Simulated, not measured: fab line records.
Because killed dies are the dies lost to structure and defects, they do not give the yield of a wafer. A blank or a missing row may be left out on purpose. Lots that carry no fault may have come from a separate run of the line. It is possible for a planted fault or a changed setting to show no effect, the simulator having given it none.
fab line records | flow berkeley-cmos170
record: lots: 6 wafers: 18 last-day: 13
route steps=331 shown NVT@110 PVT@115 GATE@125 M3@331
lots that met no fault: taken from a fault-free run of the same line
start-h: start of the lot's first displayed wafer, in hours after the record's first day | wait-h: hours since the lot's step before | " as in the row above | L1.1+2: a single row standing in for several wafers | - value missing, or start not given | * or withheld: withheld | < > ~ a bound
route shown NAME@n: NAME is a module with steps in the file, n the number in the route of the first one | usual: mean/standard deviation taken from wafers without a fault | same: alike in all rows | chamber/n: place in a boat | sites: each site's reading | _std_site: how widely they spread, as a standard deviation | _edge_site: outer sites' mean less inner sites' | radius-mm: for every site, how far away it sits from the centre of the wafer | mask NAME#n: copy n | behind: the tool/chamber that last shaped the wafer | hold: cause of the lot's hold/its duration in hours/its outcome | device: names the non-switching transistor (n, p or np) | end of line: the route-end tests of the same wafers | step lacking rows: just its recipe | killed: dies that structure and defects cost at the first sort, which is not the same as the wafer's yield | map: the dies of a wafer, with x for killed, . for not killed, _ for no die there
set.NAME: the setting as run; set.NAME@STEP: as run at that earlier step | model.NAME: the simulator's own value behind a step, which no gauge read
certain route steps with their lots: each step a table, each wafer a row
services: from which hour (start-h, from the record's first day; less than 0 if before it) a tool's chamber was out of use, for how many hours, and why
== steps ==
step: UCB170_NVT_OVL_MEAS_06
usual: NVT_OVL: 3/5.6
columns lot.wafer tool chamber start-h wait-h NVT_OVL[nm]
L820.3 overlay-01 - 162.91 - -3
L820.4 " - " " 0
L820.6 " - " " 3
L824.1 overlay-02 - 189.12 - 16
L824.2 " - " " 16
L824.5 " - " " 11
L826.1 overlay-01 - 189.85 - 9
L826.2 " - " " 3
L826.6 " - " " 2
L834.1 overlay-01 - 215.61 - 6
L834.3 " - " " 6
L834.6 " - " " 5
L833.1 overlay-02 - 215.85 - -5
L833.2 " - " " 0
L833.6 " - " " -1
L840.3 overlay-02 - 244.66 - 0
L840.4 " - " " 4
L840.6 " - " " 10
step: UCB170_NVT_IMPLANT_07
recipe: species: BF2 dose-cm2: 3e+12 energy-kev: 50 tilt-deg: 7
step: UCB170_NVT_STRIP_08
recipe: chemistry: O2 power-w: 400 pressure-mtorr: 3500 platen-temp-c: withheld o2-flow-sccm: 400 overash-fraction: 0.5
usual: drypump-motor-current-A: 6.1/0.53 oes-product-au: 0.735/0.0046 strip-time-to-endpoint-s: 21.61/0.071
columns lot.wafer tool chamber start-h wait-h drypump-motor-current-A oes-product-au rf-hours-counter-h strip-time-to-endpoint-s
L820.3 plasma-asher-03 0 163.11 0.1 6.0 0.738 - 21.55
L820.4 " 1 " " 6.8 0.739 - 21.58
L820.6 " 1 " " 6.8 0.732 - 21.59
L824.1 plasma-asher-01 1 189.31 0.1 6.3 0.738 40 21.63
L824.2 " 0 " " 6.0 0.736 40 21.70
L824.5 " 0 " " 6.0 0.734 - 21.66
L826.1 plasma-asher-03 0 190.03 0.1 6.1 0.741 50 21.64
L826.2 " 1 " " 6.8 0.737 50 21.62
L826.6 " 0 " " 6.0 0.734 - 21.60
L834.1 plasma-asher-01 1 215.79 0.1 6.3 0.727 43 21.53
L834.3 " 1 " " 6.3 0.741 - 21.44
L834.6 " 1 " " 6.3 0.737 - 21.57
L833.1 plasma-asher-02 0 216.04 0.1 6.6 0.734 46 21.49
L833.2 " 1 " " 5.2 0.734 46 21.53
L833.6 " 0 " " 6.6 0.734 - 21.54
L840.3 plasma-asher-02 1 244.86 0.1 5.3 0.734 - 21.73
L840.4 " 0 " " 6.6 0.733 - 21.70
L840.6 " 1 " " 5.3 0.738 - 21.73
step: UCB170_NVT_TW_MEAS_09
usual: NVT_TW: 526.7/2.7
columns lot.wafer tool chamber start-h wait-h NVT_TW
L820.3 film-metro-02 - 163.20 0.1 530.1
L820.4 " - " " 527.4
L820.6 " - " " 526.4
L824.1 film-metro-03 - 189.41 0.1 524.3
L824.2 " - " " 523.3
L824.5 " - " " 529.3
L826.1 film-metro-01 - 190.13 0.1 527.6
L826.2 " - " " 529.9
L826.6 " - " " 530.8
L834.1 film-metro-01 - 215.89 0.1 525.7
L834.3 " - " " 526.3
L834.6 " - " " 526.1
L833.1 film-metro-03 - 216.14 0.1 524.7
L833.2 " - " " 524.8
L833.6 " - " " 522.6
L840.3 film-metro-02 - 244.95 0.1 530.6
L840.4 " - " " 526.5
L840.6 " - " " 527.5
step: UCB170_NVT_CLEAN_10
recipe: chemistry: SPM temp-c: 120 time-s: 600
step: UCB170_PVT_HMDS_00
recipe: prime-time-s: 60 prime-temp-c: 100
step: UCB170_PVT_COAT_01
recipe: resist: KrF spin-rpm: 1500 resist-thk-nm: 900
step: UCB170_PVT_SOFTBAKE_02
recipe: resist: KrF temp-c: 130 time-s: 60
step: UCB170_PVT_EXPOSE_03
recipe: mask-id: NWELL target-cd-nm: 3000 na: 0.5 sigma-outer: 0.6 source-shape: conventional dose-mj: 30
step: UCB170_PVT_PEB_04
recipe: peb-temp-c: 130 peb-time-s: withheld resist: KrF
step: UCB170_PVT_DEVELOP_05
recipe: developer: TMAH develop-time-s: 45 resist: KrF dev-temp-c: 21
step: UCB170_PVT_OVL_MEAS_06
usual: PVT_OVL: 4/6.2
columns lot.wafer tool chamber start-h wait-h PVT_OVL[nm]
L820.3 overlay-01 - 164.70 - 3
L820.4 " - " " -3
L820.6 " - " " -3
L824.1 overlay-01 - 191.36 - -7
L824.2 " - " " -1
L824.5 " - " " -2
L826.1 overlay-01 - 193.10 - 12
L826.2 " - " " 10
L826.6 " - " " 9
L834.1 overlay-02 - 218.68 - 4
L834.3 " - " " 3
L834.6 " - " " -1
L833.1 overlay-02 - 218.96 - 6
L833.2 " - " " 4
L833.6 " - " " 6
L840.3 overlay-01 - 249.13 - 3
L840.4 " - " " 3
L840.6 " - " " 5
step: UCB170_PVT_IMPLANT_07
recipe: species: P dose-cm2: 2.033e+12 energy-kev: 30 tilt-deg: 7
usual: beam-energy-keV: 30.000/0.011
columns lot.wafer tool chamber start-h wait-h beam-energy-keV model.implant.rp-nm model.implant.drp-nm
L820.3 implanter-04 0 164.77 0.1 30.003 37.62 16.56
L820.4 " 0 " " 30.011 37.62 16.56
L820.6 " 0 " " 30.002 37.62 16.56
L824.1 implanter-04 0 191.40 0.0 21.000 29.11 13.36
L824.2 " 0 " " 21.003 29.11 13.36
L824.5 " 0 " " 21.007 29.11 13.36
L826.1 implanter-04 0 193.13 0.0 20.991 28.96 13.36
L826.2 " 0 " " 20.998 28.96 13.36
L826.6 " 0 " " 20.993 28.96 13.36
L834.1 implanter-01 0 218.74 0.1 30.017 35.47 16.56
L834.3 " 0 " " 30.023 35.47 16.56
L834.6 " 0 " " 29.999 35.47 16.56
L833.1 implanter-03 0 218.99 0.0 29.998 36.08 16.56
L833.2 " 0 " " 29.995 36.08 16.56
L833.6 " 0 " " 30.010 36.08 16.56
L840.3 implanter-03 0 249.20 0.1 30.021 37.7 16.56
L840.4 " 0 " " 29.999 37.7 16.56
L840.6 " 0 " " 30.006 37.7 16.56
step: UCB170_PVT_STRIP_08
recipe: chemistry: O2 power-w: 400 pressure-mtorr: 3500 platen-temp-c: withheld o2-flow-sccm: 400 overash-fraction: 0.5
usual: drypump-motor-current-A: 6.2/0.6 oes-product-au: 0.734/0.0047 strip-time-to-endpoint-s: 21.61/0.059
columns lot.wafer tool chamber start-h wait-h drypump-motor-current-A oes-product-au rf-hours-counter-h strip-time-to-endpoint-s
L820.3 plasma-asher-04 0 164.91 0.1 6.6 0.739 - 21.62
L820.4 " 1 " " 5.4 0.737 - 21.55
L820.6 " 0 " " 6.6 0.733 - 21.63
L824.1 plasma-asher-03 1 191.55 0.1 6.8 0.736 50 21.62
L824.2 " 0 " " 6.0 0.735 50 21.60
L824.5 " 0 " " 6.0 0.741 - 21.62
L826.1 plasma-asher-03 0 193.28 0.1 6.0 0.735 50 21.69
L826.2 " 1 " " 6.8 0.736 50 21.69
L826.6 " 1 " " 6.8 0.732 - 21.63
L834.1 plasma-asher-04 0 218.89 0.1 6.6 0.736 10 21.60
L834.3 " 0 " " 6.6 0.734 - 21.67
L834.6 " 0 " " 6.6 0.736 - 21.60
L833.1 plasma-asher-04 0 219.14 0.1 6.7 0.739 10 21.65
L833.2 " 1 " " 5.3 0.733 10 21.59
L833.6 " 0 " " 6.6 0.725 - 21.59
L840.3 plasma-asher-04 1 249.33 0.1 5.3 0.739 - 21.68
L840.4 " 0 " " 6.6 0.737 - 21.69
L840.6 " 0 " " 6.6 0.737 - 21.71
step: UCB170_PVT_TW_MEAS_09
usual: PVT_TW: 512/3.3
columns lot.wafer tool chamber start-h wait-h PVT_TW
L820.3 film-metro-04 - 164.99 0.1 504
L820.4 " - " " 510
L820.6 " - " " 510
L824.1 film-metro-02 - 191.65 0.1 468
L824.2 " - " " 466
L824.5 " - " " 468
L826.1 film-metro-04 - 193.38 0.1 462
L826.2 " - " " 459
L826.6 " - " " 466
L834.1 film-metro-04 - 219.02 0.1 508
L834.3 " - " " 506
L834.6 " - " " 506
L833.1 film-metro-01 - 219.24 0.1 513
L833.2 " - " " 515
L833.6 " - " " 516
L840.3 film-metro-01 - 249.42 0.1 512
L840.4 " - " " 511
L840.6 " - " " 512
step: UCB170_GATE_WET_ETCH_00
recipe: chemistry: dHF dilution: 25:1 target: SiO2 temp-c: 25 time-s: 200
step: UCB170_M3_PROBE_99
columns lot.wafer tool chamber start-h wait-h model.etest.pmos_0p35.swing-mv-dec model.etest.cap-p-gate.c-min-ff-um2 model.etest.pmos_0p35.vt-sat-v model.etest.pmos_0p35.body-rise-v model.etest.pmos_0p35.vt-v
L820.3 prober-02 - 218.96 0.2 75.28 1.146 -0.3416 -0.3103 -0.4494
L820.4 prober-02 - 219.01 0.2 76.06 1.15 -0.3382 -0.3136 -0.4496
L820.6 prober-02 - 219.11 0.2 76.11 1.144 -0.3416 -0.3123 -0.4478
L824.1 prober-02 - 257.04 0.1 75.16 1.101 -0.3082 -0.2958 -0.4376
L824.5 prober-02 - 257.24 0.2 74.55 1.107 -0.3136 -0.2926 -0.4396
L826.1 prober-01 - 262.50 0.1 74.38 1.115 -0.3093 -0.2873 -0.4332
L826.2 prober-01 - 262.55 0.1 75 1.111 -0.3115 -0.2892 -0.4387
L826.6 prober-01 - 262.75 0.2 74.31 1.106 -0.3033 -0.2915 -0.4271
L834.1 prober-01 - 286.77 0.1 75.37 1.132 -0.342 -0.3169 -0.4605
L834.3 prober-01 - 286.87 0.2 75.67 1.129 -0.3493 -0.3177 -0.4627
L834.6 prober-01 - 287.02 0.2 76.33 1.129 -0.3584 -0.3193 -0.4737
L833.1 prober-02 - 294.19 0.1 75.58 1.142 -0.3302 -0.3085 -0.4471
L833.2 prober-02 - 294.24 0.1 74.95 1.15 -0.3405 -0.3055 -0.4493
L833.6 prober-02 - 294.44 0.2 75.36 1.144 -0.3388 -0.3048 -0.4528
L840.3 prober-02 - 313.84 0.2 75.7 1.145 -0.334 -0.3151 -0.4524
L840.4 prober-02 - 313.89 0.2 76.54 1.141 -0.3572 -0.3196 -0.4612
L840.6 prober-02 - 313.99 0.2 75.89 1.143 -0.3461 -0.3144 -0.4543
killed by level:class
L820.3 START:geometric-particle:short=1 FIELD:geometric-particle:short=1 SACOX:geometric-particle:open=1 SILICIDE:geometric-particle:short=1
L820.4 SILICIDE:geometric-particle:short=2 SPACER:geometric-particle:open=1
L820.6 WELLDRIVE:geometric-particle:open=1 M2:geometric-particle:short=1
L826.1 FIELD:geometric-particle:open=1
L826.2 GATE:geometric-particle:short=1 SILICIDE:geometric-particle:open=1
L826.6 GATE:geometric-particle:open=3 FIELD:geometric-particle:short=1
L834.1 GATE:geometric-particle:short=2 CONTACT:geometric-particle:short=1 V2:geometric-particle:open=1
L834.3 GATE:geometric-particle:open=1
L833.1 SPACER:geometric-particle:short=1
L833.2 WELLDRIVE:geometric-particle:open=1 GATE:geometric-particle:short=1 M2:geometric-particle:open=1 M3:geometric-particle:short=1
L833.6 GATE:geometric-particle:short=2 WELLDRIVE:geometric-particle:short=1 WELLDRIVE:geometric-particle:open=1 GATE:geometric-particle:open=1 V1:geometric-particle:short=1 V2:geometric-particle:short=1
L840.3 GATE:geometric-particle:short=1 SILICIDE:geometric-particle:short=1 ACTIVE:area-etch=1
L840.4 GATE:geometric-particle:short=1 M1:geometric-particle:short=1 M3:geometric-particle:short=1
L840.6 V2:geometric-particle:short=1 M3:geometric-particle:short=1
== services ==
columns tool chamber start-h hours kind
implanter-04 - 151.97 3.0 pm
plasma-asher-02 - 153.13 9.3 repair
plasma-asher-04 - 160.89 0.6 repair
implanter-03 - 220.94 5.1 pm
implanter-03 - 228.13 2.7 repair
implanter-03 - 235.78 2.2 repair
== key ==
first-sign: step: UCB170_PVT_IMPLANT_07 reading: beam-energy-keV direction: down sigmas: 99+ usual: 30.000 struck: 20.999
effect: step: UCB170_PVT_TW_MEAS_09 reading: PVT_TW direction: down sigmas: 15 usual: 512 struck: 465
model-effect: step: UCB170_PVT_IMPLANT_07 value: implant.rp-nm without: 36.95 struck: 29.04
model-effect: step: UCB170_M3_PROBE_99 value: etest.pmos_0p35.swing-mv-dec without: 75.61 struck: 74.68
met-at UCB170_PVT_IMPLANT_07
struck-wafers L824.1,L824.2,L824.5,L826.1,L826.2,L826.6
sort-left-out L824.1,L824.2,L824.5
tester-left-out L824,L826
onset-between 164.77 191.40
fault: kind: process-parameter-drift tool: implanter-04 chamber: - onset-h: 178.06 steps: UCB170_PVT_IMPLANT_07 channel: energy-kev offset: -9 shape: step end-h: 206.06 acts-in: these-recipes-only stated: 30
tester-left-out: of these lots the tester's yield and bins aren't shown, on N5 and GAA mostly nor the transistor test; their killed dies are dies lost to structure and defects alone, not to doping, threshold or leakage, so they don't give the yield
sort-left-out: the simulated sort isn't trusted on such a fault, so these wafers' sort isn't shown, and their yield isn't known
